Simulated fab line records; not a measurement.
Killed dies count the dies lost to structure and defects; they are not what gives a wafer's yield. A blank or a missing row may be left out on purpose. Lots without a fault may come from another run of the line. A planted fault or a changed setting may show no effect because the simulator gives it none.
Split-lot study :: flow berkeley cmos170 :: route with 331 steps; 5 lots, 23 wafers read

== ABOUT THE SPLIT ==
At UCB170_V1_EXPOSE_09 (exposes mask VIA1, target cd 700 nm), the setting dose mj was moved away from the recipe's 37 on 7 of the 23 wafers read, by -7.1% to +6.0%. This setting was run at the recipe's value on the other wafers.

== FROM THE SPLIT TO THE READING: what the file shows between them, 5 steps ==
- UCB170_V1_PEB_10
- UCB170_V1_DEVELOP_11: develop time 45 s
- UCB170_V1_CD_MEAS_12: target cd 700 nm
- UCB170_V1_ETCH_14: etches SiO2 in CHF3/CF4/Ar, stops on Al, target depth 1250 nm, time 291 s
- UCB170_V1_STRIP_15: strips in O2

== THE READING ==
Shown in nm: cd nm at UCB170_V1_CD_MEAS_90, with target cd 700 nm. Fault-free wafers of this fab line usually give 700.0 nm, standard deviation 1.3 nm.

wafer: L074.1
tool, chamber at the split: krf scanner-02, 0
dose mj as run: 37
against the recipe: recipe
cd nm, nm: 701.1
against lot-mates on the recipe: -

wafer: L074.2
tool, chamber at the split: krf scanner-02, 0
dose mj as run: 35.5
against the recipe: -4.1%
cd nm, nm: 694.6
against lot-mates on the recipe: -6.8

wafer: L074.3
tool, chamber at the split: krf scanner-02, 0
dose mj as run: 35.5
against the recipe: -4.1%
cd nm, nm: 694.8
against lot-mates on the recipe: -6.6

wafer: L074.5
tool, chamber at the split: krf scanner-02, 0
dose mj as run: 37
against the recipe: recipe
cd nm, nm: 701.0
against lot-mates on the recipe: -

wafer: L074.6
tool, chamber at the split: krf scanner-02, 0
dose mj as run: 37
against the recipe: recipe
cd nm, nm: 702.0
against lot-mates on the recipe: -

wafer: L076.2
tool, chamber at the split: krf scanner-01, 0
dose mj as run: 37
against the recipe: recipe
cd nm, nm: 698.1
against lot-mates on the recipe: -

wafer: L076.3
tool, chamber at the split: krf scanner-01, 0
dose mj as run: 34.36
against the recipe: -7.1%
cd nm, nm: 686.2
against lot-mates on the recipe: -12.5

wafer: L076.4
tool, chamber at the split: krf scanner-01, 0
dose mj as run: 34.36
against the recipe: -7.1%
cd nm, nm: 686.3
against lot-mates on the recipe: -12.5

wafer: L076.5
tool, chamber at the split: krf scanner-01, 0
dose mj as run: 37
against the recipe: recipe
cd nm, nm: 699.4
against lot-mates on the recipe: -

wafer: L076.6
tool, chamber at the split: krf scanner-01, 0
dose mj as run: 34.36
against the recipe: -7.1%
cd nm, nm: 685.2
against lot-mates on the recipe: -13.5

wafer: L084.1
tool, chamber at the split: krf scanner-02, 0
dose mj as run: 37
against the recipe: recipe
cd nm, nm: 697.9
against lot-mates on the recipe: -

wafer: L084.3
tool, chamber at the split: krf scanner-02, 0
dose mj as run: 37
against the recipe: recipe
cd nm, nm: 698.7
against lot-mates on the recipe: -

wafer: L084.6
tool, chamber at the split: krf scanner-02, 0
dose mj as run: 37
against the recipe: recipe
cd nm, nm: 697.7
against lot-mates on the recipe: -

wafer: L085.1
tool, chamber at the split: krf scanner-01, 0
dose mj as run: 37
against the recipe: recipe
cd nm, nm: 700.0
against lot-mates on the recipe: -

wafer: L085.2
tool, chamber at the split: krf scanner-01, 0
dose mj as run: 37
against the recipe: recipe
cd nm, nm: 701.0
against lot-mates on the recipe: -

wafer: L085.4
tool, chamber at the split: krf scanner-01, 0
dose mj as run: 37
against the recipe: recipe
cd nm, nm: 700.9
against lot-mates on the recipe: -

wafer: L085.5
tool, chamber at the split: krf scanner-01, 0
dose mj as run: 37
against the recipe: recipe
cd nm, nm: 699.9
against lot-mates on the recipe: -

wafer: L085.6
tool, chamber at the split: krf scanner-01, 0
dose mj as run: 37
against the recipe: recipe
cd nm, nm: 700.3
against lot-mates on the recipe: -

wafer: L083.1
tool, chamber at the split: krf scanner-02, 0
dose mj as run: 39.21
against the recipe: +6.0%
cd nm, nm: 710.2
against lot-mates on the recipe: +8.9

wafer: L083.3
tool, chamber at the split: krf scanner-02, 0
dose mj as run: 37
against the recipe: recipe
cd nm, nm: 700.5
against lot-mates on the recipe: -

wafer: L083.4
tool, chamber at the split: krf scanner-02, 0
dose mj as run: 37
against the recipe: recipe
cd nm, nm: 702.7
against lot-mates on the recipe: -

wafer: L083.5
tool, chamber at the split: krf scanner-02, 0
dose mj as run: 39.21
against the recipe: +6.0%
cd nm, nm: 709.8
against lot-mates on the recipe: +8.5

wafer: L083.6
tool, chamber at the split: krf scanner-02, 0
dose mj as run: 37
against the recipe: recipe
cd nm, nm: 700.8
against lot-mates on the recipe: -

FIT RESULTS
A straight line over all 23 wafers: cd nm changes by +1.81 nm for each +1% of dose mj; r = +0.97; the points scatter about the line by 1.5 nm.
The same after taking each lot's own level away (the mean of its wafers on the recipe; 23 wafers): +1.67 nm for each +1%; r = +0.99; scatter 0.74 nm.
According to that fit, moving dose mj by its largest amount changes the reading by 12 nm.
The lots' own levels span 698.10 to 701.37 nm, that is 2.5 times the standard deviation above.
The two slopes are in agreement: the lot-to-lot level therefore moves the slope only a little.
Check: for one of the wafers moved furthest among these (-7.1%), held out of the fit, the line's prediction against its lot-mates is -12 nm. Against them it came out at -12.5 nm.

== THE WHOLE CHAIN: every reading that the file lists as answering this split, in the file's order ==
step: UCB170_V1_CD_MEAS_12
what it does: target cd 700 nm
reading: cd nm
change (the file's fit): +1.73 nm for each +1% of the setting
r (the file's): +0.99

step: UCB170_V1_ETCH_14
what it does: etches SiO2 in CHF3/CF4/Ar, stops on Al, target depth 1250 nm, time 291 s
reading: V1.cd nm (the simulator's own value, which no gauge read)
change (the file's fit): +1.66 nm for each +1% of the setting
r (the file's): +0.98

step: UCB170_V1_CD_MEAS_90
what it does: target cd 700 nm
reading: cd nm
change (the file's fit): +1.65 nm for each +1% of the setting
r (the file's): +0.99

== FILE'S OWN FIT ==
cd nm changes by +1.65 nm for each +1% of dose mj, r = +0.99.
